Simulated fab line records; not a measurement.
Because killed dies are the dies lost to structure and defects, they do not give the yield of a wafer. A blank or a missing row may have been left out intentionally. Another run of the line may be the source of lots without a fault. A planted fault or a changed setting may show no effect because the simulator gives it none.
Struck lot and sound lot, side by side -- flow rit cmos -- 45 steps out of a route of 202
Sound: these wafers, L831.1, L831.2, L831.3. The struck wafers were L836.2, L836.3, L836.4. The cause is given at the end.
Per side, at each step with rows, come the tool, then ch with its chambers, and then its first start. Under that, the readings that differ: sound wafers -- struck wafers -- difference of the means -- sigmas: that difference in standard deviations of wafers without a fault.
alike: readings whose means differ by less than 2 such deviations, and words and numbers that are the same on both sides. not compared: withheld readings, readings that some wafer has no value for, bounds like >300 that may hide the same value, and numbers for which the record gives no deviation and whose values overlap.
The two part at a step that has a row with sigmas, a row that says differs or no value, or rows on one side only. Numbers that have no deviation but don't overlap get no sigmas and don't part them. A reading missing from all wafers of one side parts the sides only when that side holds two or more wafers.

first, 4 steps without rows for these wafers: RIT_PLDD_SOFTBAKE_02 (time 60 s); RIT_PLDD_EXPOSE_03 (exposes mask M8, target cd 40900 nm); RIT_PLDD_PEB_04; RIT_PLDD_DEVELOP_05 (develop time 50 s).
RIT_PLDD_OVL_MEAS_06:
  sound on overlay-02 at day 5 03:02; struck on overlay-01 at day 6 02:33
  alike: PLDD_OVL
then, 2 steps without rows for these wafers: RIT_PLDD_HARDBAKE_07 (time 60 s); RIT_PLDD_IMPLANT_08.
RIT_PLDD_STRIP_09: strips in O2, time 180 s.
  sound on plasma asher-04 ch 0,1, day 5 03:27; struck on plasma asher-02 ch 0,1, day 6 02:53
  alike: drypump motor current A
  not compared: rf hours counter h
RIT_PLDD_TW_MEAS_10:
  sound on film metro-03 at day 5 03:38; struck on film metro-03 at day 6 03:04
  alike: PLDD_TW
then, 3 steps without rows for these wafers: RIT_SPACER_CLEAN_00 (cleans in SC1, time 600 s); RIT_SPACER_CLEAN_01 (cleans in dHF, time 30 s); RIT_SPACER_CLEAN_02 (cleans in SC2, time 600 s).
RIT_SPACER_CVD_03: deposits Si3N4 from SiH2Cl2/NH3, target thk 250 nm, time 3300 s.
  sound on lpcvd-02 ch 1, day 5 04:05; struck on lpcvd-02 ch 0, day 6 03:31
reading,sound,struck,difference,sigmas
spike tc centre C (C),811.9 812.8 811.3,788.5 790.2 789.8,-22.5,-16
spike tc load C (C),830.8 830.2 831.6,810.3 809.5 809.9,-21.0,-10
spike tc source C (C),833.6 833.4 836.0,800.8 801.5 801.8,-33.0,-11
susceptor temp C (C),810.3 810.0 810.2,784.7 785.1 785.0,-25.2,-66
model.Si3N4_of_SPACER_CVD_03.thk nm (nm),244.5 245.2 245.6,160.5 159.6 160.6,-84.9,
  alike: zone power source pct
RIT_SPACER_THK_MEAS_04:
  sound on film metro-02 at day 5 06:00; struck on film metro-02 at day 6 05:26
reading,sound,struck,difference,sigmas
SPACER_NITRIDE_THK (nm),244.3 245.4 245.5,160.6 159.6 160.7,-84.8,-31
RIT_SPACER_ETCHBACK_05: etches Si3N4 in SF6/CHF3, stops on SiO2, target depth 250 nm, time 240 s.
  sound on rie diel-02 ch 0,2,3, day 5 06:04; struck on rie diel-04 ch 1,2,3, day 6 05:29
reading,sound,struck,difference,sigmas
oes product au (a.u.),0.829 0.844 0.828,0.626 0.623 0.618,-0.211,-21
model.etch.depth nm (nm),244.5 245.2 245.6,160.5 159.6 160.6,-84.9,
  alike: drypump motor current A, throttle valve pct
  not compared: rf hours counter h
then, 6 steps without rows for these wafers: RIT_NSD_HMDS_00 (prime time 60 s); RIT_NSD_COAT_01 (resist thk 1000 nm); RIT_NSD_SOFTBAKE_02 (time 60 s); RIT_NSD_EXPOSE_03 (exposes mask M9, target cd 40700 nm); RIT_NSD_PEB_04; RIT_NSD_DEVELOP_05 (develop time 50 s).
RIT_NSD_OVL_MEAS_06:
  sound on overlay-02 at day 5 07:11; struck on overlay-02 at day 6 06:30
  alike: NSD_OVL
then, 2 steps without rows for these wafers: RIT_NSD_HARDBAKE_07 (time 60 s); RIT_NSD_IMPLANT_08.
RIT_NSD_STRIP_09: strips in O2, time 180 s.
  sound on plasma asher-01 ch 0,1, day 5 07:32; struck on plasma asher-03 ch 0,1, day 6 06:50
  alike: drypump motor current A
  not compared: rf hours counter h
RIT_NSD_TW_MEAS_10:
  sound on film metro-04 at day 5 07:42; struck on film metro-04 at day 6 07:01
  alike: NSD_TW
then, 6 steps without rows for these wafers: RIT_PSD_HMDS_00 (prime time 60 s); RIT_PSD_COAT_01 (resist thk 1000 nm); RIT_PSD_SOFTBAKE_02 (time 60 s); RIT_PSD_EXPOSE_03 (exposes mask M10, target cd 40900 nm); RIT_PSD_PEB_04; RIT_PSD_DEVELOP_05 (develop time 50 s).
RIT_PSD_OVL_MEAS_06:
  sound on overlay-01 at day 5 08:44; struck on overlay-01 at day 6 07:56
  alike: PSD_OVL
then, 2 steps without rows for these wafers: RIT_PSD_HARDBAKE_07 (time 60 s); RIT_PSD_IMPLANT_08.
RIT_PSD_STRIP_09: strips in O2, time 180 s.
  sound on plasma asher-01 ch 0,1, day 5 09:04; struck on plasma asher-03 ch 0,1, day 6 08:16
  alike: drypump motor current A
  not compared: rf hours counter h
RIT_PSD_TW_MEAS_10:
  sound on film metro-01 at day 5 09:15; struck on film metro-01 at day 6 08:28
  alike: PSD_TW
then, 3 steps without rows for these wafers: RIT_SDANNEAL_CLEAN_00 (cleans in SC1, time 600 s); RIT_SDANNEAL_CLEAN_01 (cleans in dHF, time 30 s); RIT_SDANNEAL_CLEAN_02 (cleans in SC2, time 600 s).
RIT_SDANNEAL_RTA_03: time 5 s.
  sound on rtp anneal-02 ch 0, day 5 09:41; struck on rtp anneal-01 ch 0, day 6 08:58
  alike: wafer_temp_C_max
RIT_SDANNEAL_RS_MEAS_04: the measuring method here is four-point-probe.
  sound on film metro-04 at day 5 09:45; struck on film metro-01 at day 6 09:05
  alike: PSD_RS
RIT_SILICIDE_WET_ETCH_00: etches SiO2 in BOE, target depth 14 nm, time 15 s.
  sound on wet bench-03 ch 0, day 5 10:14; struck on wet bench-03 ch 0, day 6 09:32
reading,sound,struck,difference,sigmas
model.Si3N4_of_SPACER_CVD_03.thk nm (nm),190.7 190.6 192,124.3 123.4 124.9,-66.9,
RIT_CONTACT_ETCH_11: etches SiO2 in CHF3/CF4/Ar, stops on TiSi2, target depth 480 nm, time 320 s.
  sound on rie diel-02 ch 1,2,3, day 5 12:08; struck on rie diel-02 ch 0,2,3, day 6 11:32
reading,sound,struck,difference,sigmas
model.CONTACT.cd nm (nm),997.1 998.1 997.9,970.8 967.4 968.8,-28.7,
  alike: drypump motor current A, oes product au, throttle valve pct
  not compared: rf hours counter h
following that, these wafers have no rows for 1 step: RIT_M1_PROBE_99.

WHERE THEY PART
Earliest at RIT_SPACER_CVD_03; latest, in this record, at RIT_SPACER_ETCHBACK_05. Later steps at which nothing parts them and some readings are alike: RIT_NSD_OVL_MEAS_06, RIT_NSD_STRIP_09, RIT_NSD_TW_MEAS_10, RIT_PSD_OVL_MEAS_06, RIT_PSD_STRIP_09, RIT_PSD_TW_MEAS_10, RIT_SDANNEAL_RTA_03, RIT_SDANNEAL_RS_MEAS_04, RIT_CONTACT_ETCH_11.

WHY: what the simulator had put in
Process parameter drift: lpcvd-02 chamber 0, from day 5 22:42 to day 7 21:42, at RIT_SPACER_CVD_03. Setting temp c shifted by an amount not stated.
